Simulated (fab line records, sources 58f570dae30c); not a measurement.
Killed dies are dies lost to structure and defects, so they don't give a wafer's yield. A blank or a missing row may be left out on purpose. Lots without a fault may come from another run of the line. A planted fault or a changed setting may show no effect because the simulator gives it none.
Split-lot experiment | flow berkeley_cmos170 | 5 lots, 23 wafers read, on a route of 331 steps

THE SPLIT
At UCB170_M2_EXPOSE_12 (exposes mask METAL2, target cd 700 nm), the setting dose_mj was moved away from the recipe's 26 on 10 of the 23 wafers read, by -3.1% to +6.2%. The other wafers ran this setting at the recipe's value.

FROM THE SPLIT TO THE READING: what the file shows between them, 2 steps
- UCB170_M2_PEB_13
- UCB170_M2_DEVELOP_14: develop time 45 s

THE READING
cd_nm, in nm, at UCB170_M2_CD_MEAS_15 (target cd 700 nm). Fault-free wafers of this fab line usually give 700.1 nm, standard deviation 2 nm.

wafer  | tool, chamber at the split | dose_mj as run | against the recipe | cd_nm, nm | against lot-mates on the recipe
L074.3 | krf_scanner-02, 0          | 26             | recipe             | 702.1     | -
L074.4 | krf_scanner-02, 0          | 26             | recipe             | 702.4     | -
L074.5 | krf_scanner-02, 0          | 26             | recipe             | 701.8     | -
L076.1 | krf_scanner-02, 0          | 26             | recipe             | 701.7     | -
L076.3 | krf_scanner-02, 0          | 26.76          | +2.9%              | 697.8     | -3.6
L076.4 | krf_scanner-02, 0          | 26.76          | +2.9%              | 697.0     | -4.4
L076.5 | krf_scanner-02, 0          | 26             | recipe             | 700.3     | -
L076.6 | krf_scanner-02, 0          | 26             | recipe             | 702.1     | -
L075.2 | krf_scanner-01, 0          | 25.2           | -3.1%              | 700.8     | +5.3
L075.3 | krf_scanner-01, 0          | 26             | recipe             | 695.4     | -
L075.4 | krf_scanner-01, 0          | 25.2           | -3.1%              | 701.5     | +6.0
L075.5 | krf_scanner-01, 0          | 26             | recipe             | 695.6     | -
L075.6 | krf_scanner-01, 0          | 25.2           | -3.1%              | 702.0     | +6.5
L078.1 | krf_scanner-01, 0          | 26             | recipe             | 702.2     | -
L078.2 | krf_scanner-01, 0          | 26             | recipe             | 701.9     | -
L078.3 | krf_scanner-01, 0          | 27.61          | +6.2%              | 691.6     | -10.1
L078.4 | krf_scanner-01, 0          | 26             | recipe             | 701.1     | -
L078.5 | krf_scanner-01, 0          | 27.61          | +6.2%              | 693.1     | -8.6
L085.1 | krf_scanner-02, 0          | 26             | recipe             | 698.0     | -
L085.3 | krf_scanner-02, 0          | 26.81          | +3.1%              | 693.4     | -4.9
L085.4 | krf_scanner-02, 0          | 26.81          | +3.1%              | 693.8     | -4.5
L085.5 | krf_scanner-02, 0          | 26             | recipe             | 698.6     | -
L085.6 | krf_scanner-02, 0          | 26.81          | +3.1%              | 693.2     | -5.1

THE FIT
A straight line over all 23 wafers: cd_nm changes by -1.16 nm for each +1% of dose_mj; r = -0.78; the points scatter about the line by 2.3 nm.
The same after taking each lot's own level away (the mean of its wafers on the recipe; 23 wafers): -1.61 nm for each +1%; r = -0.99; scatter 0.63 nm.
On that fit, the largest move of dose_mj shifts the reading by 10 nm.
The lots' own levels span 695.50 to 702.10 nm, that is 3.3 times the standard deviation above.
So the lot-to-lot level blurs the effect unless lot-mates are compared.
Check: with one of the wafers moved furthest among these (+6.2%) left out of the fit, the line predicts -9.59 nm for it against its lot-mates. It came out at -10.1 nm against them.

OTHER SPLITS ON THESE WAFERS
These wafers also went through other splits before the reading. Each is held against what the fit with the lots' levels taken away leaves over:
other split on the same wafers   | wafers away from the commonest value | r with cd_nm (lot level and that fit taken away)
UCB170_CONTACT_CVD_01 time_s     | 10                                   | -0.13
UCB170_CONTACT_EXPOSE_12 dose_mj | 9                                    | -0.22
UCB170_M1_COAT_04 spin_rpm       | 8                                    | -0.05

THE WHOLE CHAIN: every reading that the file lists as answering this split, in the file's order
step                 | what it does         | reading                                                   | change (the file's fit)              | r (the file's)
UCB170_M2_CD_MEAS_15 | target cd 700 nm     | cd_nm                                                     | -1.57 nm for each +1% of the setting | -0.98
UCB170_M2_ETCH_17    | etches BARC in N2/H2 | M2.cd_nm (the simulator's own value, which no gauge read) | -1.65 nm for each +1% of the setting | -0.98

THE FILE'S OWN FIT
cd_nm changes by -1.57 nm for each +1% of dose_mj, r = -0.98.
